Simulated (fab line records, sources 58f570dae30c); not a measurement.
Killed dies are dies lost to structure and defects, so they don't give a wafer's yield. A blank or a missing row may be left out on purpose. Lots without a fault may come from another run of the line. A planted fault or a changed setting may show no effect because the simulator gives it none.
A struck lot beside a sound one | flow berkeley_cmos170 | 44 steps out of a route of 331
Sound: wafers L738.2, L738.3, L738.5. Struck: wafers L746.2, L746.5, L746.6. The cause comes at the end.
At each step with rows: each side's tool, then ch and its chambers, then its first start. Under that, the readings that differ: sound wafers | struck wafers | difference of the means | sigmas: that difference in standard deviations of wafers without a fault.
alike: readings whose means differ by less than 2 such deviations, and words and numbers that are the same on both sides. not compared: withheld readings, readings that some wafer has no value for, bounds like >300 that may hide the same value, and numbers for which the record gives no deviation and whose values overlap.
The two part at a step that has a row with sigmas, a row that says differs or no value, or rows on one side only. Numbers that don't overlap but have no deviation are shown without sigmas and don't part them. A reading that every wafer of one side lacks parts them only if that side has two wafers or more.

first, 3 steps without rows for these wafers: UCB170_PVT_EXPOSE_03 (exposes mask NWELL, target cd 3000 nm); UCB170_PVT_PEB_04; UCB170_PVT_DEVELOP_05 (develop time 45 s).
UCB170_PVT_OVL_MEAS_06:
  sound on overlay-02, day 7 00:10; struck on overlay-02, day 8 00:13
  alike: PVT_OVL
then, 1 step without rows for these wafers: UCB170_PVT_IMPLANT_07.
UCB170_PVT_STRIP_08: strips in O2.
  sound on plasma_asher-02 ch 0,1, day 7 00:20; struck on plasma_asher-04 ch 0,1, day 8 00:24
  reading               | sound             | struck            | difference | sigmas
  oes_product_au (a.u.) | 0.732 0.734 0.731 | 0.742 0.740 0.741 | +0.009     | +2
  alike: drypump_motor_current_A, strip_time_to_endpoint_s
  not compared: rf_hours_counter_h
UCB170_PVT_TW_MEAS_09:
  sound on film_metro-03, day 7 00:27; struck on film_metro-03, day 8 00:31
  alike: PVT_TW
then, 1 step without rows for these wafers: UCB170_GATE_WET_ETCH_00 (etches SiO2 in dHF, time 200 s).
UCB170_FIELD_THK_MEAS_91:
  sound on film_metro-01, day 7 00:35; struck on film_metro-03, day 8 00:38
  alike: FIELD_OXIDE_LEFT_2_THK
then, 1 step without rows for these wafers: UCB170_GATE_OXIDATION_01 (target thk 6.6 nm, ox time 1800 s).
UCB170_GATE_THK_MEAS_02:
  sound on film_metro-01, day 7 07:31; struck on film_metro-04, day 8 06:41
  alike: GATE_OXIDE_THK
then, 1 step without rows for these wafers: UCB170_GATE_ANNEAL_03 (time 1800 s).
UCB170_GATE_CVD_04: deposits poly-Si from SiH4, time 1440 s, target thk 214 nm.
  sound on lpcvd-01 ch 1, day 7 12:52; struck on lpcvd-01 ch 1, day 8 10:50
  reading                                  | sound             | struck            | difference | sigmas
  pressure_mtorr (mTorr)                   | 373.4 373.9 374.4 | 448.2 448.9 449.1 | +74.8      | +99 or more
  model.poly-Si_of_GATE_CVD_04.thk_nm (nm) | 216.3 215.8 216.5 | 233 235 234       | +18        |
  alike: zone_power_source_pct
UCB170_GATE_THK_MEAS_05:
  sound on film_metro-02, day 7 14:16; struck on film_metro-04, day 8 12:14
  reading            | sound             | struck            | difference | sigmas
  GATE_POLY_THK (nm) | 216.4 215.9 216.5 | 233.2 234.9 234.0 | +17.8      | +11
then, 6 steps without rows for these wafers: UCB170_GATE_COAT_06; UCB170_GATE_COAT_07 (resist thk 900 nm); UCB170_GATE_SOFTBAKE_08 (time 60 s); UCB170_GATE_EXPOSE_09 (exposes mask POLY, target cd 350 nm); UCB170_GATE_PEB_10; UCB170_GATE_DEVELOP_11 (develop time 45 s).
UCB170_GATE_CD_MEAS_12: target cd 350 nm.
  sound on cd_sem-02, day 7 15:19; struck on cd_sem-02, day 8 13:24
  alike: cd_nm
UCB170_GATE_OVL_MEAS_13:
  sound on overlay-02, day 7 15:25; struck on overlay-02, day 8 13:31
  alike: GATE_OVL
UCB170_GATE_ETCH_14: etches BARC in N2/H2.
  sound on rie_diel-01 ch 1,2,3, day 7 15:26; struck on rie_diel-04 ch 1,2,3, day 8 13:32
  alike: drypump_motor_current_A, oes_product_au, throttle_valve_pct
UCB170_GATE_ETCH_15: etches poly-Si in HBr/Cl2, stops on SiO2, time 56.3 s, target depth 278.2 nm.
  sound on rie_si-01 ch 2,3, day 7 15:29; struck on rie_si-02 ch 0,1,3, day 8 13:35
  reading                          | sound             | struck            | difference | sigmas
  oes_product_au (a.u.)            | 0.844 0.815 0.807 | 0.886 0.871 0.894 | +0.062     | +4
  model.etch.depth_nm (nm)         | 216.3 215.8 216.5 | 233 235 234       | +18        |
  model.GATE.feature_depth_nm (nm) | 216.3 215.8 216.5 | 233 235.1 234     | +18        |
  alike: drypump_motor_current_A, throttle_valve_pct
  not compared: rf_hours_counter_h
UCB170_GATE_STRIP_16: strips in O2.
  sound on plasma_asher-04 ch 0,1, day 7 15:32; struck on plasma_asher-02 ch 0,1, day 8 13:38
  alike: drypump_motor_current_A, oes_product_au
  not compared: rf_hours_counter_h
UCB170_GATE_CD_MEAS_90: target cd 350 nm.
  sound on cd_sem-02, day 7 15:39; struck on cd_sem-02, day 8 13:53
  alike: cd_nm
then, 7 steps without rows for these wafers: UCB170_GATE_CLEAN_17 (cleans in SPM, time 600 s); UCB170_PLDD_HMDS_00 (prime time 60 s); UCB170_PLDD_COAT_01 (resist thk 900 nm); UCB170_PLDD_SOFTBAKE_02 (time 60 s); UCB170_PLDD_EXPOSE_03 (exposes mask PSELECT, target cd 1200 nm); UCB170_PLDD_PEB_04; UCB170_PLDD_DEVELOP_05 (develop time 45 s).
UCB170_PLDD_CD_MEAS_06: target cd 1200 nm.
  sound on cd_sem-02, day 7 18:29; struck on cd_sem-02, day 8 15:16
  alike: cd_nm
UCB170_PLDD_OVL_MEAS_07:
  sound on overlay-02, day 7 18:35; struck on overlay-02, day 8 15:23
  alike: PLDD_OVL
then, 2 steps without rows for these wafers: UCB170_PLDD_IMPLANT_08; UCB170_PLDD_IMPLANT_09.
UCB170_PLDD_STRIP_10: strips in O2.
  sound on plasma_asher-03 ch 0,1, day 7 18:55; struck on plasma_asher-04 ch 0,1, day 8 15:43
  reading                     | sound          | struck         | difference | sigmas
  drypump_motor_current_A (A) | 5.76 5.80 5.66 | 5.04 5.35 5.02 | -0.60      | -2
  alike: oes_product_au, strip_time_to_endpoint_s
  not compared: rf_hours_counter_h
UCB170_PLDD_TW_MEAS_11:
  sound on film_metro-02, day 7 19:02; struck on film_metro-04, day 8 15:49
  alike: PLDD_TW
then, 3 steps without rows for these wafers: UCB170_PLDD_CLEAN_12 (cleans in SPM, time 600 s); UCB170_NLDD_HMDS_00 (prime time 60 s); UCB170_NLDD_COAT_01 (resist thk 900 nm).
UCB170_SILICIDE_PRE_CLEAN_00: preclean etch time 60 s.
  sound on pvd_sputter-03, day 8 10:27; struck on pvd_sputter-03, day 9 10:08
  reading                                  | sound           | struck            | difference | sigmas
  model.poly-Si_of_GATE_CVD_04.thk_nm (nm) | 209.5 209 209.8 | 226.2 228.2 227.2 | +17.8      |
UCB170_M3_PROBE_99:
  sound on prober-02, day 9 11:20; struck on prober-01, day 10 11:17
  reading                                          | sound                | struck               | difference | sigmas
  model.etest.pldd.rs_ohm_sq                       | 1118 1118 1119       | 1128 1130 1140       | +14        |
  model.etest.contact_ppoly.end_ohm_um             | 225.3 204.7 226      | 253.3 266.4 256.9    | +40.2      |
  model.etest.contact_npoly.end_ohm_um             | 60.98 59.74 60.86    | 73 71.44 70.78       | +11        |
  model.etest.poly_comb_over_steps.leak_log10_a_um | -12.92 -12.88 -12.85 | -11.56 -11.87 -11.21 | +1.34      |

WHERE THEY PART
First at UCB170_PVT_STRIP_08; last, within this record, at UCB170_PLDD_STRIP_10. Later steps at which nothing parts them and some readings are alike: UCB170_PLDD_TW_MEAS_11.

WHY: what the simulator had put in
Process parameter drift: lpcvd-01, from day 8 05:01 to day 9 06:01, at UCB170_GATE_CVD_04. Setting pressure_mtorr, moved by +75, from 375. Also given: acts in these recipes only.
